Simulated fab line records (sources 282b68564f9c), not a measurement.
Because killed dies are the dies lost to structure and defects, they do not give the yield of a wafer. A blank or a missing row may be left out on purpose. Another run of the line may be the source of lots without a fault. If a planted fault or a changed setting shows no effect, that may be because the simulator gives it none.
fab line records	flow rit_cmos
record: lots: 15	wafers: 45	last_day: 8
route steps=202 shown ACTIVE@2 FOX2@27 PRETRO@73 GATE@93 M1@202
lots untouched by any fault: they come from a run of this same line in which no faults occurred
start_h: hours from the record's first day to the start of the lot's first wafer shown	wait_h: how many hours have passed since the lot's step before this one	" as in the row above	L1.1+2: a row that stands for several wafers	- no value, or no start was given	* or withheld: withheld	< > ~ a bound
route shown NAME@n: NAME is a module with steps in the file, n the number in the route of the first one	usual: average and standard deviation across the fault-free wafers	same: alike in all rows	chamber/n: place in a boat	sites: readings site by site	_std_site: their standard deviation	_edge_site: outer sites' mean less inner sites'	radius_mm: how far each site lies from the wafer's centre	mask NAME#n: copy n	behind: the last tool/chamber to shape the wafer	hold: why the lot went on hold/how many hours it stayed there/how the hold came to an end	device: whichever transistor did not switch (one of n, p or np)	end of line: tests of these same wafers at the route's end	a step given without rows: its recipe and nothing more	killed: dies lost to structure and defects at the first sort, not the wafer's yield	map: per-die view of a wafer (x killed, . not killed, _ where there is no die)
set.NAME: the setting the step ran with; set.NAME@STEP: the setting that earlier step ran with	model.NAME: the simulator's own value behind a step, which no gauge read
one table for each step of the route and one row for each wafer, over a sample of lots
services: when a tool's chamber went out of use (start_h, in hours from the record's first day, below 0 if earlier), for how many hours, and the reason
== steps ==
step: RIT_ACTIVE_OXIDATION_01
recipe: temp_c: 1000	ambient: O2	target_thk_a: 468	ox_time_s: 3360
usual: spike_tc_centre_C: 1001.3/1.6	spike_tc_load_C: 1027.0/2.3	spike_tc_source_C: 1022.3/2.9	tube_center_temp_C: 999.99/0.093	tube_center_temp_C_max: 1002.6/0.45	zone_power_source_pct: 33.5/0.65
lot.wafer	tool	chamber	start_h	wait_h	spike_tc_centre_C	spike_tc_load_C	spike_tc_source_C	tube_center_temp_C	tube_center_temp_C_max	zone_power_source_pct
L707.2	furnace-04	0	18.83	3.8	1000.0	1027.6	1019.4	1000	1002.5	34.0
L707.4	"	0	"	"	999.8	1024.2	1021.3	1000	1002.2	34.1
L707.6	"	0	"	"	998.6	1025.1	1019.8	999.85	1002.5	34.3
L708.1	furnace-01	0	22.78	2.8	1002.2	1026.4	1025.3	999.82	1002.1	32.4
L708.4	"	0	"	"	1000.2	1026.2	1026.2	999.86	1002.4	32.2
L708.5	"	0	"	"	1001.7	1026.5	1026.2	1000.1	1003.2	32.7
L709.2	furnace-04	0	25.84	0.8	998.5	1026.8	1021.0	999.93	1002.5	34.0
L709.5	"	0	"	"	999.5	1025.5	1019.7	999.93	1002.0	34.1
L709.6	"	0	"	"	1002.1	1024.7	1019.2	1000	1002.4	33.9
L712.2	furnace-04	0	40.12	0.1	1001.2	1024.3	1019.5	999.93	1002.6	33.7
L712.4	"	0	"	"	1000.9	1025.6	1019.3	1000	1002.5	33.8
L712.5	"	0	"	"	1000.4	1025.5	1018.9	1000	1002.2	34.3
L713.3	furnace-03	0	45.27	0.2	1005.7	1030.5	1022.0	1000.1	1002.3	33.3
L713.4	"	0	"	"	1001.2	1030.9	1021.6	999.86	1002.5	33.9
L713.5	"	0	"	"	1002.4	1028.6	1019.4	1000	1002.5	33.7
L714.2	furnace-04	0	50.66	0.6	1001.4	1024.9	1019.5	1000	1002.8	34.3
L714.3	"	0	"	"	997.7	1024.6	1019.8	999.77	1003.3	34.1
L714.4	"	0	"	"	1002.4	1025.1	1021.0	1000.1	1002.7	34.2
L715.1	furnace-04	0	55.14	0.1	1016.1	1038.2	1036.1	1015	1017.7	35.2
L715.5	"	0	"	"	1016.2	1040.6	1035.8	1015.2	1017.6	34.8
L715.6	"	0	"	"	1016.1	1039.8	1034.2	1015.1	1017.2	35.3
L717.2	furnace-04	0	65.14	0.1	1014.7	1041.0	1036.2	1015	1017.1	35.4
L717.5	"	0	"	"	1014.2	1039.3	1035.1	1015	1018.0	36.0
L717.6	"	0	"	"	1015.4	1042.5	1034.5	1014.9	1017.4	35.0
L718.3	furnace-04	0	70.13	0.1	1016.3	1039.9	1034.7	1015	1016.9	35.0
L718.4	"	0	"	"	1014.9	1039.9	1035.3	1015	1018.1	35.1
L718.5	"	0	"	"	1015.7	1040.4	1035.0	1015	1017.2	35.9
L719.4	furnace-03	0	75.23	0.2	1004.7	1029.8	1022.3	999.98	1002.3	33.3
L719.5	"	0	"	"	1004.5	1029.4	1021.3	999.89	1002.7	34.0
L719.6	"	0	"	"	1001.7	1029.7	1021.6	1000	1002.5	33.7
L721.1	furnace-03	0	85.12	0.1	1003.7	1030.2	1021.3	999.95	1002.6	33.2
L721.2	"	0	"	"	1003.1	1031.4	1022.4	1000.1	1002.3	33.3
L721.3	"	0	"	"	1003.8	1030.3	1021.8	1000	1002.8	33.4
L724.1	furnace-01	0	100.55	0.5	1001.2	1026.7	1025.1	999.93	1002.1	32.5
L724.4	"	0	"	"	1000.6	1027.0	1027.8	1000	1002.5	32.9
L724.6	"	0	"	"	1000.6	1028.1	1025.4	1000	1002.9	33.7
L726.1	furnace-03	0	112.71	2.7	1002.8	1032.2	1021.2	999.8	1002.4	33.3
L726.3	"	0	"	"	1003.1	1029.3	1022.5	1000.1	1003.1	34.4
L726.4	"	0	"	"	1004.4	1030.8	1020.9	1000	1002.6	33.5
L727.1	furnace-03	0	115.71	0.7	1003.7	1029.8	1021.9	999.82	1002.0	32.5
L727.5	"	0	"	"	1003.6	1030.7	1021.6	999.82	1002.0	33.9
L727.6	"	0	"	"	1002.4	1031.2	1022.4	999.97	1002.5	33.0
L728.4	furnace-01	0	120.64	0.6	1000.2	1027.2	1026.9	999.93	1002.8	32.8
L728.5	"	0	"	"	999.9	1028.3	1026.9	1000.2	1002.6	33.0
L728.6	"	0	"	"	999.7	1025.3	1027.4	1000	1002.0	32.2
step: RIT_ACTIVE_THK_MEAS_02
recipe: reads: SiO2_of_ACTIVE_OXIDATION_01
usual: ACTIVE_OXIDE_THK: 47.1/1
lot.wafer	tool	chamber	start_h	wait_h	ACTIVE_OXIDE_THK[nm]
L707.2	film_metro-03	-	20.77	0.0	48.3
L707.4	"	-	"	"	48.3
L707.6	"	-	"	"	48.1
L708.1	film_metro-04	-	24.72	0.0	45.4
L708.4	"	-	"	"	44.9
L708.5	"	-	"	"	45.0
L709.2	film_metro-03	-	27.79	0.0	47.6
L709.5	"	-	"	"	47.7
L709.6	"	-	"	"	47.7
L712.2	film_metro-03	-	42.06	0.0	47.3
L712.4	"	-	"	"	47.0
L712.5	"	-	"	"	47.4
L713.3	film_metro-04	-	47.23	0.0	47.7
L713.4	"	-	"	"	48.4
L713.5	"	-	"	"	48.2
L714.2	film_metro-01	-	52.60	0.0	48.4
L714.3	"	-	"	"	48.4
L714.4	"	-	"	"	48.4
L715.1	film_metro-01	-	57.08	0.0	55.4
L715.5	"	-	"	"	55.8
L715.6	"	-	"	"	56.1
L717.2	film_metro-03	-	67.09	0.0	54.7
L717.5	"	-	"	"	55.2
L717.6	"	-	"	"	54.3
L718.3	film_metro-03	-	72.08	0.0	54.4
L718.4	"	-	"	"	53.7
L718.5	"	-	"	"	54.3
L719.4	film_metro-03	-	77.20	0.0	47.7
L719.5	"	-	"	"	47.0
L719.6	"	-	"	"	47.3
L721.1	film_metro-04	-	87.05	0.0	47.7
L721.2	"	-	"	"	47.6
L721.3	"	-	"	"	47.8
L724.1	film_metro-01	-	102.48	0.0	47.5
L724.4	"	-	"	"	46.7
L724.6	"	-	"	"	47.1
L726.1	film_metro-01	-	114.64	0.0	47.3
L726.3	"	-	"	"	47.1
L726.4	"	-	"	"	47.3
L727.1	film_metro-01	-	117.65	0.0	46.7
L727.5	"	-	"	"	46.9
L727.6	"	-	"	"	46.5
L728.4	film_metro-04	-	122.60	0.0	46.4
L728.5	"	-	"	"	46.4
L728.6	"	-	"	"	47.0
step: RIT_FOX2_THK_MEAS_90
recipe: reads: SiO2_of_FOX2_OXIDATION_00
usual: FIELD_OXIDE_LEFT_1_THK: 325/7.4
lot.wafer	tool	chamber	start_h	wait_h	FIELD_OXIDE_LEFT_1_THK[nm]
L707.2	film_metro-01	-	29.93	0.0	335
L707.4	"	-	"	"	335
L707.6	"	-	"	"	334
L708.1	film_metro-04	-	33.27	0.0	321
L708.4	"	-	"	"	324
L708.5	"	-	"	"	326
L709.2	film_metro-01	-	37.04	0.0	314
L709.5	"	-	"	"	313
L709.6	"	-	"	"	314
L712.2	film_metro-02	-	49.82	0.0	329
L712.4	"	-	"	"	323
L712.5	"	-	"	"	328
L713.3	film_metro-01	-	55.84	0.0	329
L713.4	"	-	"	"	327
L713.5	"	-	"	"	327
L714.2	film_metro-02	-	61.52	0.0	336
L714.3	"	-	"	"	338
L714.4	"	-	"	"	333
L715.1	film_metro-04	-	64.45	0.0	330
L715.5	"	-	"	"	328
L715.6	"	-	"	"	337
L717.2	film_metro-02	-	75.87	0.0	328
L717.5	"	-	"	"	325
L717.6	"	-	"	"	327
L718.3	film_metro-02	-	80.99	0.0	317
L718.4	"	-	"	"	320
L718.5	"	-	"	"	325
L719.4	film_metro-04	-	86.15	0.0	338
L719.5	"	-	"	"	335
L719.6	"	-	"	"	338
L721.1	film_metro-01	-	95.91	0.0	329
L721.2	"	-	"	"	329
L721.3	"	-	"	"	331
L724.1	film_metro-02	-	110.03	0.0	328
L724.4	"	-	"	"	323
L724.6	"	-	"	"	327
L726.1	film_metro-01	-	122.14	0.0	318
L726.3	"	-	"	"	313
L726.4	"	-	"	"	317
L727.1	film_metro-01	-	129.85	0.0	319
L727.5	"	-	"	"	317
L727.6	"	-	"	"	321
L728.4	film_metro-04	-	137.24	0.0	328
L728.5	"	-	"	"	325
L728.6	"	-	"	"	330
step: RIT_PRETRO_STRIP_09
recipe: chemistry: O2	time_s: 180	resist: NOVOLAK	platen_temp_c: withheld	power_w: 500	pressure_mtorr: 4000	o2_flow_sccm: 4000
usual: drypump_motor_current_A: 5.6/0.37
lot.wafer	tool	chamber	start_h	wait_h	drypump_motor_current_A	rf_hours_counter_h
L707.2	plasma_asher-03	0	42.89	0.1	6.0	40
L707.4	"	1	"	"	5.9	-
L707.6	"	0	"	"	6.0	-
L708.1	plasma_asher-01	1	46.36	0.1	5.0	25
L708.4	"	1	"	"	5.0	-
L708.5	"	1	"	"	5.0	-
L709.2	plasma_asher-02	0	48.73	0.1	5.5	41
L709.5	"	0	"	"	5.5	-
L709.6	"	1	"	"	5.6	-
L712.2	plasma_asher-03	0	62.94	0.1	6.0	42
L712.4	"	1	"	"	5.9	-
L712.5	"	1	"	"	5.9	-
L713.3	plasma_asher-01	1	67.51	0.1	5.0	-
L713.4	"	0	"	"	5.5	-
L713.5	"	1	"	"	5.0	-
L714.2	plasma_asher-02	1	73.20	0.1	5.6	44
L714.3	"	0	"	"	5.5	-
L714.4	"	1	"	"	5.6	-
L715.1	plasma_asher-01	0	76.36	0.1	5.6	29
L715.5	"	1	"	"	4.9	-
L715.6	"	0	"	"	5.6	-
L717.2	plasma_asher-01	1	87.86	0.1	5.0	30
L717.5	"	0	"	"	5.5	-
L717.6	"	1	"	"	5.0	-
L718.3	plasma_asher-02	0	93.09	0.1	5.5	-
L718.4	"	1	"	"	5.6	-
L718.5	"	0	"	"	5.5	-
L719.4	plasma_asher-03	0	98.54	0.1	6.0	-
L719.5	"	0	"	"	6.0	-
L719.6	"	1	"	"	5.9	-
L721.1	plasma_asher-01	0	108.27	0.1	5.6	32
L721.2	"	1	"	"	5.0	32
L721.3	"	1	"	"	5.0	-
L724.1	plasma_asher-03	1	122.80	0.1	5.9	1
L724.4	"	0	"	"	6.0	-
L724.6	"	0	"	"	6.0	-
L726.1	plasma_asher-03	0	136.62	0.1	6.0	2
L726.3	"	0	"	"	6.0	-
L726.4	"	1	"	"	5.9	-
L727.1	plasma_asher-01	0	145.85	0.1	5.6	36
L727.5	"	1	"	"	4.9	-
L727.6	"	0	"	"	5.5	-
L728.4	plasma_asher-02	1	150.82	0.1	5.6	-
L728.5	"	1	"	"	5.6	-
L728.6	"	0	"	"	5.5	-
step: RIT_GATE_OVL_MEAS_17
usual: GATE_OVL: 0.5/1.2
lot.wafer	tool	chamber	start_h	wait_h	GATE_OVL[nm]
L707.2	overlay-02	-	48.18	0.1	-0.3
L707.4	"	-	"	"	2.7
L707.6	"	-	"	"	2.4
L708.1	overlay-01	-	51.51	0.1	1.5
L708.4	"	-	"	"	-1.0
L708.5	"	-	"	"	-0.7
L709.2	overlay-01	-	54.15	0.1	1.4
L709.5	"	-	"	"	-1.5
L709.6	"	-	"	"	0.6
L712.2	overlay-02	-	68.64	0.1	0.2
L712.4	"	-	"	"	0.7
L712.5	"	-	"	"	0.0
L713.3	overlay-01	-	72.85	0.1	-0.7
L713.4	"	-	"	"	-0.3
L713.5	"	-	"	"	-0.4
L714.2	overlay-01	-	78.07	0.1	0.5
L714.3	"	-	"	"	0.1
L714.4	"	-	"	"	-1.1
L715.1	overlay-01	-	83.00	0.1	-0.4
L715.5	"	-	"	"	0.1
L715.6	"	-	"	"	-0.2
L717.2	overlay-02	-	93.50	0.1	-0.6
L717.5	"	-	"	"	1.3
L717.6	"	-	"	"	0.7
L718.3	overlay-01	-	98.22	0.1	-1.5
L718.4	"	-	"	"	-0.8
L718.5	"	-	"	"	-0.5
L719.4	overlay-01	-	105.46	0.1	1.4
L719.5	"	-	"	"	0.6
L719.6	"	-	"	"	1.0
L721.1	overlay-02	-	116.00	0.1	1.4
L721.2	"	-	"	"	0.3
L721.3	"	-	"	"	-1.4
L724.1	overlay-02	-	133.24	0.1	-0.3
L724.4	"	-	"	"	2.0
L724.6	"	-	"	"	-1.0
L726.1	overlay-01	-	145.62	0.1	-0.9
L726.3	"	-	"	"	-1.0
L726.4	"	-	"	"	0.7
L727.1	overlay-01	-	153.89	0.1	0.4
L727.5	"	-	"	"	-1.1
L727.6	"	-	"	"	1.3
L728.4	overlay-01	-	159.29	0.1	1.0
L728.5	"	-	"	"	2.1
L728.6	"	-	"	"	2.6
step: RIT_M1_PROBE_99
usual: killed_at_M0_to_M3: 0.0/0.12	killed_at_contacts: 0.0/0.2	killed_at_front_end: 7/3	killed_dies: 7/3	killed_open: 3.4/1.8	killed_short: 3.8/2.1
same: gross_dies: 264	killed_at_M4_up: 0	killed_at_back_side: 0	killed_at_other: 0
lot.wafer	tool	chamber	start_h	wait_h	killed_at_M0_to_M3	killed_at_contacts	killed_at_front_end	killed_dies	killed_open	killed_short
L707.2	prober-02	-	70.21	0.1	0	0	14	14	7	7
L707.4	prober-02	-	70.31	0.2	0	0	8	8	3	5
L707.6	prober-02	-	70.41	0.2	0	0	6	6	2	4
L708.1	prober-01	-	72.42	0.1	0	0	11	11	9	2
L708.4	prober-01	-	72.57	0.2	0	0	6	6	3	3
L708.5	prober-01	-	72.62	0.2	0	0	5	5	4	1
L709.2	prober-02	-	77.26	0.1	0	0	7	7	3	4
L709.5	prober-02	-	77.41	0.2	0	0	5	5	1	4
L709.6	prober-02	-	77.46	0.2	0	0	7	7	4	3
L712.2	prober-01	-	90.68	0.1	0	0	8	8	3	5
L712.4	prober-01	-	90.78	0.2	0	0	9	9	5	4
L712.5	prober-01	-	90.83	0.2	0	0	3	3	0	3
L713.3	prober-01	-	95.33	0.2	0	0	5	5	1	4
L713.4	prober-01	-	95.38	0.2	0	0	5	5	0	5
L713.5	prober-01	-	95.43	0.2	0	0	4	4	2	2
L714.2	prober-02	-	100.10	0.1	0	0	3	3	1	2
L714.3	prober-02	-	100.15	0.2	0	0	3	3	2	1
L714.4	prober-02	-	100.20	0.2	0	0	2	2	1	1
L715.1	prober-01	-	103.39	0.1	0	0	5	5	1	4
L715.5	prober-01	-	103.59	0.2	0	0	9	9	5	4
L715.6	prober-01	-	103.64	0.2	0	0	3	3	1	2
L717.2	prober-01	-	114.12	0.1	0	0	9	9	4	5
L717.5	prober-01	-	114.27	0.2	0	0	10	10	4	6
L717.6	prober-01	-	114.32	0.2	0	0	4	4	3	1
L718.3	prober-02	-	119.29	0.2	0	0	9	9	6	3
L718.4	prober-02	-	119.34	0.2	0	0	13	13	5	8
L718.5	prober-02	-	119.39	0.2	0	1	8	9	5	4
L719.4	prober-01	-	127.36	0.2	0	0	3	3	2	1
L719.5	prober-01	-	127.41	0.2	0	0	3	3	3	0
L719.6	prober-01	-	127.46	0.2	0	1	6	7	5	2
L721.1	prober-01	-	135.64	0.1	0	0	8	8	1	7
L721.2	prober-01	-	135.69	0.1	0	0	4	4	1	3
L721.3	prober-01	-	135.74	0.2	0	0	7	7	4	3
L724.1	prober-02	-	156.33	0.1	0	0	6	6	5	1
L724.4	prober-02	-	156.48	0.2	0	0	11	11	6	5
L724.6	prober-02	-	156.58	0.2	0	0	12	12	6	6
L726.1	prober-02	-	167.06	0.1	0	0	13	13	4	9
L726.3	prober-02	-	167.16	0.2	0	0	5	5	3	2
L726.4	prober-02	-	167.21	0.2	0	0	10	10	6	4
L727.1	prober-01	-	173.96	0.1	1	0	7	8	2	6
L727.5	prober-01	-	174.16	0.2	0	0	11	11	6	5
L727.6	prober-01	-	174.21	0.2	0	0	7	7	3	4
L728.4	prober-02	-	183.36	0.2	0	0	7	7	3	4
L728.5	prober-02	-	183.41	0.2	0	0	2	2	2	0
L728.6	prober-02	-	183.46	0.2	0	0	5	5	2	3
killed by level:class
L707.2 GATE:geometric_particle:open=4 GATE:geometric_particle:short=4 SILICIDE:geometric_particle:short=2 FOX1:geometric_particle:open=1 REOX:geometric_particle:open=1 SPACER:geometric_particle:short=1 SPACER:geometric_particle:open=1
L707.4 GATE:geometric_particle:short=2 SPACER:geometric_particle:open=2 SPACER:geometric_particle:short=2 SILICIDE:geometric_particle:short=1 SILICIDE:geometric_particle:open=1
L707.6 REOX:geometric_particle:short=2 FOX1:geometric_particle:open=1 GATE:geometric_particle:short=1 REOX:geometric_particle:open=1 SPACER:geometric_particle:short=1
L708.1 GATE:geometric_particle:open=5 FOX2:geometric_particle:open=2 FOX1:geometric_particle:short=1 REOX:geometric_particle:short=1 SPACER:geometric_particle:open=1 SILICIDE:geometric_particle:open=1
L708.4 GATE:geometric_particle:open=3 FOX1:geometric_particle:short=1 FOX2:geometric_particle:short=1 SILICIDE:geometric_particle:short=1
L708.5 SILICIDE:geometric_particle:open=3 FOX2:geometric_particle:open=1 GATE:geometric_particle:short=1
L709.2 GATE:geometric_particle:short=3 FOX1:geometric_particle:open=1 FOX2:geometric_particle:open=1 REOX:geometric_particle:short=1 SPACER:geometric_particle:open=1
L709.5 GATE:geometric_particle:short=2 FOX1:geometric_particle:short=1 FOX2:geometric_particle:open=1 SPACER:geometric_particle:short=1
L709.6 FOX1:geometric_particle:open=1 FOX2:geometric_particle:open=1 GATE:geometric_particle:short=1 REOX:geometric_particle:short=1 REOX:geometric_particle:open=1 SPACER:geometric_particle:open=1 SILICIDE:geometric_particle:short=1
L712.2 GATE:geometric_particle:short=5 GATE:geometric_particle:open=2 SPACER:geometric_particle:open=1
L712.4 GATE:geometric_particle:open=4 GATE:geometric_particle:short=3 FOX2:geometric_particle:open=1 SILICIDE:geometric_particle:short=1
L712.5 FOX1:geometric_particle:short=1 GATE:geometric_particle:short=1 REOX:geometric_particle:short=1
L713.3 FOX1:geometric_particle:short=2 FOX2:geometric_particle:short=1 SPACER:geometric_particle:open=1 SILICIDE:geometric_particle:short=1
L713.4 GATE:geometric_particle:short=3 FOX2:geometric_particle:short=1 SPACER:geometric_particle:short=1
L713.5 GATE:geometric_particle:open=2 FOX1:geometric_particle:short=1 SPACER:geometric_particle:short=1
L714.2 REOX:geometric_particle:short=2 SILICIDE:geometric_particle:open=1
L714.3 GATE:geometric_particle:open=1 GATE:geometric_particle:short=1 REOX:geometric_particle:open=1
L714.4 GATE:geometric_particle:open=1 SPACER:geometric_particle:short=1
L715.1 FOX1:geometric_particle:short=1 FOX2:geometric_particle:short=1 GATE:geometric_particle:short=1 SILICIDE:geometric_particle:short=1 SILICIDE:geometric_particle:open=1
L715.5 GATE:geometric_particle:open=2 REOX:geometric_particle:short=2 FOX2:geometric_particle:open=1 GATE:geometric_particle:short=1 SPACER:geometric_particle:short=1 SPACER:geometric_particle:open=1 SILICIDE:geometric_particle:open=1
L715.6 FOX1:geometric_particle:short=1 GATE:geometric_particle:open=1 SPACER:geometric_particle:short=1
L717.2 GATE:geometric_particle:open=4 GATE:geometric_particle:short=3 FOX1:geometric_particle:short=2
L717.5 GATE:geometric_particle:short=3 FOX2:geometric_particle:open=2 SPACER:geometric_particle:short=2 SILICIDE:geometric_particle:open=2 SILICIDE:geometric_particle:short=1
L717.6 GATE:geometric_particle:open=2 GATE:geometric_particle:short=1 SILICIDE:geometric_particle:open=1
L718.3 FOX1:geometric_particle:open=3 GATE:geometric_particle:short=2 GATE:geometric_particle:open=2 SPACER:geometric_particle:open=1 SILICIDE:geometric_particle:short=1
L718.4 GATE:geometric_particle:short=3 FOX1:geometric_particle:short=2 GATE:geometric_particle:open=2 SPACER:geometric_particle:short=2 ACTIVE:geometric_particle:open=1 FOX1:geometric_particle:open=1 SPACER:geometric_particle:open=1 SILICIDE:geometric_particle:short=1
L718.5 GATE:geometric_particle:open=3 FOX1:geometric_particle:open=1 FOX2:geometric_particle:short=1 GATE:geometric_particle:short=1 SPACER:geometric_particle:open=1 SPACER:geometric_particle:short=1 CONTACT:geometric_particle:short=1
L719.4 GATE:geometric_particle:open=1 SPACER:geometric_particle:short=1 SPACER:geometric_particle:open=1
L719.5 SPACER:geometric_particle:open=2 GATE:geometric_particle:open=1
L719.6 GATE:geometric_particle:open=2 GATE:geometric_particle:short=2 FOX1:geometric_particle:open=1 SPACER:geometric_particle:open=1 CONTACT:geometric_particle:open=1
L721.1 REOX:geometric_particle:short=3 SILICIDE:geometric_particle:short=2 GATE:geometric_particle:short=1 GATE:geometric_particle:open=1 SPACER:geometric_particle:short=1
L721.2 FOX1:geometric_particle:short=1 GATE:geometric_particle:short=1 SILICIDE:geometric_particle:short=1 SILICIDE:geometric_particle:open=1
L721.3 GATE:geometric_particle:short=2 FOX1:geometric_particle:open=1 FOX2:geometric_particle:open=1 FOX2:geometric_particle:short=1 GATE:geometric_particle:open=1 SPACER:geometric_particle:open=1
L724.1 GATE:geometric_particle:open=3 SPACER:geometric_particle:open=2 SPACER:geometric_particle:short=1
L724.4 GATE:geometric_particle:open=2 REOX:geometric_particle:short=2 SPACER:geometric_particle:open=2 FOX1:geometric_particle:short=1 FOX1:geometric_particle:open=1 GATE:geometric_particle:short=1 SPACER:geometric_particle:short=1 SILICIDE:geometric_particle:open=1
L724.6 SILICIDE:geometric_particle:short=3 SILICIDE:geometric_particle:open=3 GATE:geometric_particle:open=2 SPACER:geometric_particle:short=2 GATE:geometric_particle:short=1 SPACER:geometric_particle:open=1
L726.1 GATE:geometric_particle:short=4 FOX1:geometric_particle:short=3 FOX1:geometric_particle:open=2 FOX2:geometric_particle:short=2 GATE:geometric_particle:open=2
L726.3 GATE:geometric_particle:open=3 GATE:geometric_particle:short=2
L726.4 FOX1:geometric_particle:open=3 FOX2:geometric_particle:short=2 GATE:geometric_particle:short=2 SILICIDE:geometric_particle:open=2 GATE:geometric_particle:open=1
L727.1 GATE:geometric_particle:short=4 GATE:geometric_particle:open=2 FOX1:geometric_particle:short=1 M1:geometric_particle:short=1
L727.5 GATE:geometric_particle:short=4 SILICIDE:geometric_particle:open=2 GATE:geometric_particle:open=2 REOX:geometric_particle:open=1 SPACER:geometric_particle:short=1 SPACER:geometric_particle:open=1
L727.6 GATE:geometric_particle:short=4 REOX:geometric_particle:open=2 GATE:geometric_particle:open=1
L728.4 FOX1:geometric_particle:open=1 FOX1:geometric_particle:short=1 FOX2:geometric_particle:short=1 FOX2:geometric_particle:open=1 SPACER:geometric_particle:short=1 SILICIDE:geometric_particle:short=1 SILICIDE:geometric_particle:open=1
L728.5 SILICIDE:geometric_particle:open=2
L728.6 FOX1:geometric_particle:short=1 FOX2:geometric_particle:open=1 GATE:geometric_particle:short=1 SPACER:geometric_particle:open=1 SILICIDE:geometric_particle:short=1
== services ==
tool	chamber	start_h	hours	kind
furnace-01	-	14.88	3.8	pm
furnace-03	-	16.20	3.5	pm
furnace-03	-	19.74	6.5	pm
furnace-01	-	63.13	2.2	pm
plasma_asher-03	-	76.25	2.9	repair
plasma_asher-03	-	108.75	9.0	pm
plasma_asher-03	0	108.75	9.0	vent_cycle
plasma_asher-03	1	108.75	9.0	vent_cycle
plasma_asher-03	-	116.03	0.7	repair
plasma_asher-03	0	117.75	-	clean
plasma_asher-03	1	117.75	-	clean
furnace-03	-	133.39	4.1	pm
plasma_asher-01	-	136.21	0.6	repair
== key ==
first_sign: step: RIT_ACTIVE_OXIDATION_01	reading: tube_center_temp_C	direction: up	sigmas: 99+	usual: *	struck: *
effect: step: RIT_ACTIVE_OXIDATION_01	reading: tube_center_temp_C_max	direction: up	sigmas: 33	usual: *	struck: *
effect: step: RIT_ACTIVE_THK_MEAS_02	reading: ACTIVE_OXIDE_THK	direction: up	sigmas: 7.6	usual: 47.1	struck: 54.9
met_at RIT_ACTIVE_OXIDATION_01
struck_lots L715,L717,L718
tester_left_out L715,L717,L718
not_acting_at RIT_FOX2_THK_MEAS_90,RIT_PRETRO_STRIP_09,RIT_GATE_OVL_MEAS_17
onset_between 50.66 55.14
fault: kind: process_parameter_drift	tool: furnace-04	chamber: -	onset_h: 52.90	steps: RIT_ACTIVE_OXIDATION_01	channel: temp_c	offset: *	shape: step	end_h: 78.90	acts_in: *	stated: *
tester_left_out: of these lots the tester's yield and bins aren't shown, on N5 and GAA mostly nor the transistor test; their killed dies are dies lost to structure and defects alone, not to doping, threshold or leakage, so they don't give the yield
